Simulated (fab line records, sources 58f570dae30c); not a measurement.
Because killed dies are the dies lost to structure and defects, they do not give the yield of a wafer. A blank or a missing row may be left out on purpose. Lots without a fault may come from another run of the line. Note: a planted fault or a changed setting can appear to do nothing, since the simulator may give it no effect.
Which tool did it? :: flow berkeley_cmos170 :: Sampling: 13 lots, 39 wafers, 3 of 331 route steps

WHAT THE GAUGES READ, wafer by wafer
UCB170_NSD_CD_MEAS_06: target cd 1200 nm.
lot: L960
measured: day 7 16:22
on: cd_sem-02
cd_nm (nm): 1201.6 1200.6 1199.6

lot: L962
measured: day 7 22:02
on: cd_sem-02
cd_nm (nm): 1200.3 1200.7 1199.7

lot: L963
measured: day 8 14:43
on: cd_sem-02
cd_nm (nm): 1201.2 1201.9 1200.8

lot: L964
measured: day 8 14:50
on: cd_sem-02
cd_nm (nm): - - -

lot: L969
measured: day 9 11:07
on: cd_sem-02
cd_nm (nm): 1199.4 1197.7 1197.2

lot: L974
measured: day 10 11:11
on: cd_sem-01
cd_nm (nm): 1198.3 1196.5 1197.2

lot: L977
measured: day 10 23:26
on: cd_sem-02
cd_nm (nm): 1199.8 1200.2 1200.4

lot: L978
measured: day 10 23:33
on: cd_sem-01
cd_nm (nm): 1199.9 1200.8 1200.6

lot: L975
measured: day 10 23:46
on: cd_sem-02
cd_nm (nm): 1199.0 1199.4 1197.4

lot: L979
measured: day 10 23:53
on: cd_sem-02
cd_nm (nm): 1199.6 1199.9 1199.4

lot: L980
measured: day 11 22:17
on: cd_sem-02
cd_nm (nm): 1200.8 1202.3 1201.0

lot: L981
measured: day 11 22:26
on: cd_sem-02
cd_nm (nm): 1198.1 1196.8 1196.8

lot: L983
measured: day 12 12:44
on: cd_sem-02
cd_nm (nm): 1199.2 1201.4 1200.2

UCB170_NSD_TW_MEAS_10.
lot: L960
measured: day 7 16:46
on: film_metro-01
NSD_TW: 4323 4296 4295

lot: L962
measured: day 7 22:26
on: film_metro-04
NSD_TW: 4205 4199 4197

lot: L963
measured: day 8 15:07
on: film_metro-04
NSD_TW: 4197 4204 4186

lot: L964
measured: day 8 15:14
on: film_metro-03
NSD_TW: 30 30 30

lot: L969
measured: day 9 11:31
on: film_metro-04
NSD_TW: 4212 4233 4213

lot: L974
measured: day 10 11:35
on: film_metro-01
NSD_TW: 4275 4263 4262

lot: L977
measured: day 10 23:50
on: film_metro-03
NSD_TW: 4157 4133 4155

lot: L978
measured: day 10 23:56
on: film_metro-01
NSD_TW: 4264 4278 4271

lot: L975
measured: day 11 00:10
on: film_metro-03
NSD_TW: 4122 4133 4156

lot: L979
measured: day 11 00:17
on: film_metro-01
NSD_TW: 4267 4268 4265

lot: L980
measured: day 11 22:41
on: film_metro-04
NSD_TW: 4245 4220 4208

lot: L981
measured: day 11 22:50
on: film_metro-01
NSD_TW: 4259 4223 4269

lot: L983
measured: day 12 13:08
on: film_metro-01
NSD_TW: 4286 4269 4279

EACH LOT AND THE TOOL THAT RAN IT (in order: tool; ch and the chambers of the sampled wafers; start)
lot: L960
UCB170_NSD_EXPOSE_03: krf_scanner-01 ch 0, day 7 15:58

lot: L962
UCB170_NSD_EXPOSE_03: krf_scanner-02 ch 0, day 7 21:25

lot: L963
UCB170_NSD_EXPOSE_03: krf_scanner-01 ch 0, day 8 14:14

lot: L964
UCB170_NSD_EXPOSE_03: krf_scanner-01 ch 0, day 8 14:21

lot: L969
UCB170_NSD_EXPOSE_03: krf_scanner-02 ch 0, day 9 10:40

lot: L974
UCB170_NSD_EXPOSE_03: krf_scanner-02 ch 0, day 10 10:48

lot: L977
UCB170_NSD_EXPOSE_03: krf_scanner-02 ch 0, day 10 22:53

lot: L978
UCB170_NSD_EXPOSE_03: krf_scanner-01 ch 0, day 10 23:10

lot: L975
UCB170_NSD_EXPOSE_03: krf_scanner-02 ch 0, day 10 23:22

lot: L979
UCB170_NSD_EXPOSE_03: krf_scanner-02 ch 0, day 10 23:29

lot: L980
UCB170_NSD_EXPOSE_03: krf_scanner-01 ch 0, day 11 21:25

lot: L981
UCB170_NSD_EXPOSE_03: krf_scanner-01 ch 0, day 11 21:34

lot: L983
UCB170_NSD_EXPOSE_03: krf_scanner-02 ch 0, day 12 11:54
- UCB170_NSD_EXPOSE_03: exposes mask NSELECT MOD, target cd 1200 nm.

WHAT THE TOOLS THEMSELVES READ (means of the sampled wafers that have a number; where no wafer has one, the mark that the record gives instead)
The record holds no such reading with a usual standard deviation.

THE ANSWER, worked out from the rows above alone
Rule: the lots themselves supply what counts as usual. Put in order of their means at a reading, lots are off if they are a third of the lots or fewer, leave a main group of 4 or more, and stand apart from it by a gap of 3 or more times the standard deviation of the main group's means; of several such gaps the widest counts. A main group is skipped when, at the precision printed for the reading in the tables above, its means are all equal. Also off: a lot with no number at a reading for which 4 or more lots have one. Where the step has rows for the other lots, those lots are counted as sound. The gauges are gone through in route order, then the tools' own readings, and for those a lot's mean is taken as printed above. At the first step where some lot is off, the reading lying furthest off is the one used; lots without a number count as furthest.
Off, at UCB170_NSD_CD_MEAS_06 on cd_nm: L964. Without a number there: L964. Main group: mean 1199.6 nm, sd 1.4.
A tool fits if, at a process step before that reading, it ran every lot that is off, and no sound lot after the first of them. Not tried: the gauges at UCB170_NSD_CD_MEAS_06; whatever is off there is also off at UCB170_NSD_TW_MEAS_10, on other tools, and gauge error can't account for it. No candidate that was tried fits.

WHAT HAD BEEN PUT IN BY THE SIMULATOR
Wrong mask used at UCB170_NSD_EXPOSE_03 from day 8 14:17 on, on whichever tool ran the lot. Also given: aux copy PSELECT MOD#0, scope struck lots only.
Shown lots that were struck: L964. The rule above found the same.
